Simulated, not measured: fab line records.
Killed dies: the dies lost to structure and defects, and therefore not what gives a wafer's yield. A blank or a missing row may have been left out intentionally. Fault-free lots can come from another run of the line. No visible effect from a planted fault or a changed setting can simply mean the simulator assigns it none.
Which of the tools did it? -- flow berkeley_cmos170 -- 15 lots with 45 wafers sampled at 5 steps, on a route of 331 steps

## WHAT THE GAUGES READ, wafer by wafer
UCB170_SACOX_THK_MEAS_02. Usual: for SACOX_OXIDE_THK the level is 14.41 nm and the standard deviation is 0.28.
lot,measured,on,SACOX_OXIDE_THK (nm),flag
L770,day 5 13:46,film_metro-02,14.83 14.37 14.59,
L769,day 5 13:50,film_metro-02,14.39 14.89 14.84,
L771,day 6 05:53,film_metro-01,14.15 14.12 14.43,
L774,day 6 14:04,film_metro-01,13.98 13.65 13.95,
L773,day 6 14:05,film_metro-02,14.15 14.12 14.26,
L775,day 7 07:36,film_metro-02,14.37 14.39 14.52,
L779,day 7 15:29,film_metro-01,14.73 14.70 14.74,
L780,day 7 15:29,film_metro-02,14.52 14.46 14.57,
L783,day 8 15:22,film_metro-04,14.65 14.45 14.45,
L784,day 8 23:54,film_metro-04,14.67 14.57 14.82,
L787,day 8 23:54,film_metro-01,14.17 14.56 14.21,
L786,day 8 23:55,film_metro-02,14.75 14.82 14.73,
L789,day 9 19:28,film_metro-02,14.42 14.43 14.24,
L791,day 10 02:37,film_metro-02,14.40 14.28 14.59,
L790,day 10 02:39,film_metro-01,14.99 14.88 14.99,

UCB170_NLDD_OVL_MEAS_07. Usual: for NLDD_OVL the level is -1 nm and the standard deviation is 4.1.
lot,measured,on,NLDD_OVL (nm),flag
L770,day 6 19:23,overlay-01,0 -7 -7,
L769,day 6 19:35,overlay-02,5 -1 3,
L771,day 7 18:53,overlay-01,0 1 0,
L774,day 8 00:08,overlay-01,-4 -2 -3,
L773,day 7 23:41,overlay-01,3 -4 -2,
L775,day 8 22:23,overlay-01,-12 -5 -3,
L779,day 9 01:30,overlay-01,1 11 4,
L780,day 9 01:58,overlay-02,-2 -2 -1,
L783,day 10 02:10,overlay-01,184 175 178,OFF
L784,day 10 10:17,overlay-01,174 178 174,OFF
L787,day 10 08:52,overlay-01,-2 -2 -3,
L786,day 10 10:01,overlay-02,173 178 179,OFF
L789,day 11 06:49,overlay-01,0 -4 2,
L791,day 11 14:39,overlay-01,2 -1 6,
L790,day 11 15:03,overlay-02,3 -3 3,

UCB170_NSD_CD_MEAS_06 targets a cd of 1200 nm. Usual: cd_nm reads 1200.2 nm (standard deviation 1.8).
lot,measured,on,cd_nm (nm),flag
L770,day 7 05:36,cd_sem-02,1198.3 1198.6 1197.9,
L769,day 7 05:25,cd_sem-02,1199.5 1198.8 1198.3,
L771,day 8 04:17,cd_sem-01,1200.2 1199.9 1199.4,
L774,day 8 10:18,cd_sem-02,1202.7 1201.1 1201.5,
L773,day 8 10:05,cd_sem-01,1198.4 1198.2 1199.7,
L775,day 9 07:10,cd_sem-01,1202.4 1202.1 1202.7,
L779,day 9 10:17,cd_sem-02,1200.2 1200.0 1200.3,
L780,day 9 10:41,cd_sem-01,1202.0 1202.9 1204.0,
L783,day 10 12:49,cd_sem-01,1201.7 1202.3 1201.2,
L784,day 10 19:31,cd_sem-01,1200.1 1198.7 1201.3,
L787,day 10 18:58,cd_sem-01,1203.2 1201.3 1201.9,
L786,day 10 19:40,cd_sem-01,1201.3 1200.0 1200.6,
L789,day 11 15:46,cd_sem-02,1197.0 1196.6 1196.7,
L791,day 11 23:31,cd_sem-02,1199.0 1200.4 1199.3,
L790,day 11 23:46,cd_sem-02,1198.2 1199.7 1198.1,

UCB170_SILICIDE_RS_MEAS_02: uses a four-point probe to measure. Usual: for SILICIDE_TI_RS the level is 26.1 ohm/sq and the standard deviation is 0.34.
lot,measured,on,SILICIDE_TI_RS (ohm/sq),flag
L770,day 7 08:06,film_metro-03,26.5 26.2 26.1,
L769,day 7 07:42,film_metro-03,26.4 27.0 26.3,
L771,day 8 06:38,film_metro-04,26.3 26.5 26.1,
L774,day 8 12:35,film_metro-02,25.8 26.1 26.1,
L773,day 8 12:09,film_metro-02,25.8 25.8 25.9,
L775,day 9 09:24,film_metro-03,26.6 25.8 26.7,
L779,day 9 12:23,film_metro-02,26.2 25.9 25.8,
L780,day 9 12:46,film_metro-03,26.4 26.2 26.8,
L783,day 10 16:45,film_metro-02,25.6 26.1 25.6,
L784,day 10 21:35,film_metro-03,26.4 26.4 25.9,
L787,day 10 21:13,film_metro-02,25.8 26.0 25.8,
L786,day 10 21:57,film_metro-02,26.3 26.4 26.4,
L789,day 11 17:59,film_metro-02,26.6 26.0 26.3,
L791,day 12 01:36,film_metro-02,26.3 25.7 26.3,
L790,day 12 01:52,film_metro-04,25.8 25.7 25.6,

## WHAT TOOL EACH LOT RAN ON (gives the tool, then ch and the chambers of the sampled wafers, and finally the start)
lot,UCB170_NLDD_EXPOSE_03
L770,"krf_scanner-01 ch 0, day 6 18:19"
L769,"krf_scanner-01 ch 0, day 6 18:43"
L771,"krf_scanner-01 ch 0, day 7 18:05"
L774,"krf_scanner-01 ch 0, day 7 22:43"
L773,"krf_scanner-01 ch 0, day 7 22:19"
L775,"krf_scanner-01 ch 0, day 8 21:43"
L779,"krf_scanner-02 ch 0, day 9 00:53"
L780,"krf_scanner-02 ch 0, day 9 01:16"
L783,"krf_scanner-01 ch 0, day 10 01:30"
L784,"krf_scanner-01 ch 0, day 10 09:20"
L787,"krf_scanner-02 ch 0, day 10 07:34"
L786,"krf_scanner-01 ch 0, day 10 08:58"
L789,"krf_scanner-02 ch 0, day 11 05:25"
L791,"krf_scanner-02 ch 0, day 11 13:29"
L790,"krf_scanner-02 ch 0, day 11 13:58"
- UCB170_NLDD_EXPOSE_03: exposes mask NSELECT, target cd 1200 nm.

## AS READ BY THE TOOLS THEMSELVES (means over the sampled wafers that have a number; for cases with no such wafer, the mark the record gives instead)
The record holds no such reading with a usual standard deviation.

## THE ANSWER, worked out from the rows above alone
Rule: lot off if the mean of its wafers having a number is beyond 3 standard deviations from the usual mean. Also off: a lot with no number at a reading for which 4 or more lots have one. Any other lot the step has rows for is counted as sound. Order of review: gauges by route order, followed by the tools' own readings, for which a lot's mean as printed above is used. At the first step where some lot is off, the reading lying furthest off is the one used; lots without a number count as furthest.
Off: L783, L784, L786, at UCB170_NLDD_OVL_MEAS_07 (NLDD_OVL).
If a tool, at a process step before that reading, ran all the lots that are off and no sound lot after the first of them, it fits. Those tools and the gauges at UCB170_NLDD_OVL_MEAS_07 are tried in the same way. One fits: UCB170_NLDD_EXPOSE_03 on krf_scanner-01. Its last sound lot is L775 (day 8 21:43), its first lot that is off L783 (day 10 01:30): a fault that began between those two fits.

## WHAT HAD BEEN PUT IN BY THE SIMULATOR
Scanner matching overlay: krf_scanner-01, from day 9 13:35 on, at UCB170_NLDD_EXPOSE_03. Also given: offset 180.
Shown lots that were struck: L783, L784, L786. The rule above found the same.
